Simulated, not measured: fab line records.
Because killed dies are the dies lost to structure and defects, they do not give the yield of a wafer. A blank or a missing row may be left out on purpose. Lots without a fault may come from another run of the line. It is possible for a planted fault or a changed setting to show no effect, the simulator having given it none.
A single fault, viewed from 2 desks -- flow berkeley_cmos170 -- every desk sees just its own numbers, and what lay behind them comes last

## FROM THE METROLOGY DESK
What the gauges read for every lot (on any tool): the sampled wafers with a number, averaged. If a lot's mean is further than 4 standard deviations from the usual mean, the lot is out of limits and carries the mark OUT (the distance appears in the brackets).
Columns: A = CONTACT_OVL at UCB170_CONTACT_OVL_MEAS_16, usual -2 nm
lot,first seen here,A
L522,day 8 15:52,-13
L524,day 8 22:32,-2
L525,day 9 06:16,-5
L527,day 9 06:34,-2
L526,day 9 08:23,-4
L530,day 9 23:14,-9
L531,day 9 23:23,-5
L535,day 10 20:35,6
L539,day 11 23:23,-0
L541,day 12 01:10,-3
L538,day 12 01:26,-6
L543,day 12 22:52,3
L545,day 13 07:37,-5
L544,day 13 08:47,-5
Finding of this desk: none of the 14 lots has anything out of limits.

## DESK OF THE TOOL OWNER: rie_diel-02
The tool's own readings at UCB170_SPACER_ETCHBACK_03 (etches SiO2 in CHF3/CF4/Ar, stops on Si, target depth 376 nm, time 100 s): means of the sampled wafers that have a number, for each lot that ran on this tool. If a lot's mean is further than 4 standard deviations from the usual mean, the lot is out of limits and carries the mark OUT (the distance appears in the brackets).
Columns: A = drypump_motor_current_A at UCB170_SPACER_ETCHBACK_03, usual 5.7 A; B = oes_product_au at UCB170_SPACER_ETCHBACK_03, usual 0.901 a.u.; C = run_length_s at UCB170_SPACER_ETCHBACK_03, usual 128.3 s; D = throttle_valve_pct at UCB170_SPACER_ETCHBACK_03, usual 6.51 %
lot,first seen here,A,B,C,D
L527,day 8 16:51,5.7,0.908,128.0,6.39
L526,day 8 16:55,5.8,0.905,128.0,6.42
L531,day 9 07:01,5.9,0.926,121.6 (-14) OUT,6.45
L535,day 10 07:53,6.0,0.923,121.7 (-14) OUT,6.48
This desk's finding: out of limits on L531, L535; first on L531, day 9 07:01 (run_length_s at UCB170_SPACER_ETCHBACK_03). L527, L526 stayed within limits.

## PUT TOGETHER
At day 9 07:01, on L531, L535, the tool owner's desk was in a position to raise an alarm.
From the metrology desk's view, nothing was out of limits.
The metrology desk has L531, L535 on record, within its limits.
The lots listed all ran UCB170_SPACER_ETCHBACK_03 on rie_diel-02.

## WHAT THE SIMULATOR HAD PUT IN
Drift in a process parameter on rie_diel-02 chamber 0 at UCB170_SPACER_ETCHBACK_03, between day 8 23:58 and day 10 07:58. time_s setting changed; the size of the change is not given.
Lots struck among those shown: L531, L535.
Time in hours from fault onset to the first out-of-limits reading at each desk: the tool owner's desk, 7.
